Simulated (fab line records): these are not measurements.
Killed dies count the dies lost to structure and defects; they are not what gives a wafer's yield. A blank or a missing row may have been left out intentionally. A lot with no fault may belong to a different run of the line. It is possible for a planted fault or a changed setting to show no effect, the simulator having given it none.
Struck lot and sound lot, side by side / flow rit-cmos / 18 steps out of a route of 202
Sound: wafers L563.1, L563.3, L563.6. Struck: wafers L575.1, L575.2, L575.6. Last of all comes the cause.
Order at every step that has rows: each side's tool, ch and its chambers, its first start. Under that, the readings that differ: sound wafers / struck wafers / difference of the means / sigmas: that difference in standard deviations of wafers without a fault.
alike: words and numbers the same on both sides, and readings whose means are apart by under 2 such deviations; not compared: readings that were withheld, readings missing a value for some wafer, numbers with overlapping values and no deviation given by the record, and bounds like >300 which may hide the same value.
A row with sigmas, a row that says differs or no value, or rows on one side alone: a step with any of these is where the two part. Numbers that have no deviation but don't overlap get no sigmas and don't part them. A reading missing from all wafers of one side parts the sides only when that side holds two or more wafers.

first, 1 step without rows for these wafers: RIT_GATE_HARDBAKE_18 (time 60 s).
RIT_GATE_ETCH_19: etches poly-Si in SF6/CHF3/O2, stops on SiO2, time 165 s, target depth 312.5 nm.
  sound on rie-si-02 ch 0,2,3, day 3 20:29; struck on rie-si-02 ch 0,1,2, day 6 10:31
  alike: CHF3_flow_sccm, O2_flow_sccm, SF6_flow_sccm, drypump-motor-current-A, oes-product-au, throttle-valve-pct
  not compared: rf-hours-counter-h
RIT_GATE_STRIP_20: strips in O2, time 180 s.
  sound on plasma-asher-01 ch 0,1, day 3 20:35; struck on plasma-asher-01 ch 0,1, day 6 10:37
  alike: drypump-motor-current-A
  not compared: rf-hours-counter-h
RIT_GATE_CD_MEAS_90: the cd target is 150 nm.
  struck on cd-sem-01, day 6 10:48; sound on cd-sem-01, day 3 20:46
  alike: cd-nm
then, 4 steps without rows for these wafers: RIT_REOX_CLEAN_00 (cleans in SC1, time 610 s); RIT_REOX_CLEAN_01 (cleans in dHF, time 30 s); RIT_REOX_CLEAN_02 (cleans in SC2, time 600 s); RIT_REOX_OXIDATION_03 (target thk 25.2 nm, ox time 5580 s).
RIT_REOX_THK_MEAS_04:
  struck on film-metro-02, day 6 13:56; sound on film-metro-01, day 4 00:52
  alike: REOX_OXIDE_THK
then, 3 steps without rows for these wafers: RIT_NLDD_HMDS_00 (prime time 60 s); RIT_NLDD_COAT_01 (resist thk 1000 nm); RIT_NLDD_SOFTBAKE_02 (time 60 s).
RIT_NLDD_EXPOSE_03: exposes mask M7, target cd 40700 nm.
  sound on iline-stepper-01 ch 0, day 4 01:25; struck on iline-stepper-01 ch 0, day 6 14:26
reading=model.NLDD.overlay-x-nm (nm); sound=0.1975 0.1975 0.1975; struck=-180.9 -180.9 -180.9; difference=-181.1; sigmas=
  alike: mask, focus-offset-nm
then, 2 steps without rows for these wafers: RIT_NLDD_PEB_04; RIT_NLDD_DEVELOP_05 (develop time 50 s).
RIT_NLDD_OVL_MEAS_06:
  struck on overlay-01, day 6 14:50; sound on overlay-02, day 4 01:51
reading=NLDD_OVL (nm); sound=1.1 -0.2 0.6; struck=-178.7 -180.6 -180.4; difference=-180.4; sigmas=-99 or more
then, 1 step without rows for these wafers: RIT_NLDD_HARDBAKE_07 (time 60 s).
RIT_M1_PROBE_99:
  struck on prober-02, day 7 06:28; sound on prober-01, day 4 17:11
reading=model.etest.nldd.width-nm (nm); sound=3176 3169 3150; struck=3064 3087 3077; difference=-89; sigmas=
  alike: killed-at-contacts, killed-at-front-end, killed-dies, killed-open, killed-short

## WHERE THEY PART
RIT_NLDD_OVL_MEAS_06 only, going by this record. Later steps at which nothing parts them and some readings are alike: RIT_M1_PROBE_99.

WHY: what had been put in by the simulator
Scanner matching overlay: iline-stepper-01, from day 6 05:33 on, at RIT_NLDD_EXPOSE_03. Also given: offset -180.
